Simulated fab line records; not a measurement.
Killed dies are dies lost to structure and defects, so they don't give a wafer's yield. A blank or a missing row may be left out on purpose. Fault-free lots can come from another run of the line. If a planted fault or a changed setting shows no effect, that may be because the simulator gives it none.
2 desks, one fault    flow berkeley-cmos170    every desk sees just its own numbers, and what lay behind them comes last

## AT THE TOOL OWNER'S DESK: implanter-04
The tool's own readings at UCB170_PVT_IMPLANT_07, given as means over the sampled wafers that have a number, one for each lot that went through this tool. Any lot whose mean is over 4 standard deviations away from the usual mean is out of limits and marked OUT; that distance is given in the brackets.
Columns: A = beam-energy-keV at UCB170_PVT_IMPLANT_07, usual 30.000; B = beam-on-s at UCB170_PVT_IMPLANT_07, usual 9.98 s
lot   first seen here  A                         B
L356  day 6 11:47      30.007                    9.85
L353  day 6 12:16      30.007                    9.99
L365  day 8 21:51      38.996 (+99 or more) OUT  9.96
L362  day 8 22:52      38.999 (+99 or more) OUT  9.86
Finding of this desk: L362, L365 out of limits; the first was L365 at day 8 21:51, on beam-energy-keV at UCB170_PVT_IMPLANT_07. L356, L353 stayed within limits.

## THE METROLOGY DESK
Lot by lot, what the gauges showed, no matter which tool ran the lot: averages of those sampled wafers that carry a number. Any lot whose mean is over 4 standard deviations away from the usual mean is out of limits and marked OUT; that distance is given in the brackets.
Columns: A = PVT_TW at UCB170_PVT_TW_MEAS_09, usual 508
lot   first seen here  A
L356  day 6 12:00      504
L352  day 6 12:16      509
L353  day 6 12:37      514
L364  day 8 21:49      509
L365  day 8 22:06      549 (+12) OUT
L367  day 8 22:43      504
L366  day 8 22:53      509
L362  day 8 23:07      543 (+10) OUT
L368  day 9 03:14      505
L371  day 9 22:47      513
L370  day 9 22:53      511
L369  day 9 23:09      506
L372  day 10 10:40     506
L375  day 10 19:29     507
Finding of this desk: L362, L365 out of limits, first seen on L365 at day 8 22:06 (PVT_TW at UCB170_PVT_TW_MEAS_09). L356, L352, L353, L364, L367, L366, L368, L371, L370, L369, L372, L375 stayed within limits.

## BROUGHT TOGETHER
At day 8 21:51, on L362, L365, the tool owner's desk was in a position to raise an alarm.
At day 8 22:06 the metrology desk could have sounded an alarm, on L362, L365.
All the named lots went through UCB170_PVT_IMPLANT_07 on implanter-04.

## WHAT THE SIMULATOR HAD PUT IN
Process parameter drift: implanter-04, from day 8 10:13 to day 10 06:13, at UCB170_PVT_IMPLANT_07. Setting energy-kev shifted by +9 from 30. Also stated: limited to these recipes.
Struck lots among those shown: L362, L365.
Time in hours from fault onset to the first out-of-limits reading at each desk: tool owner's desk 12, metrology desk 12.
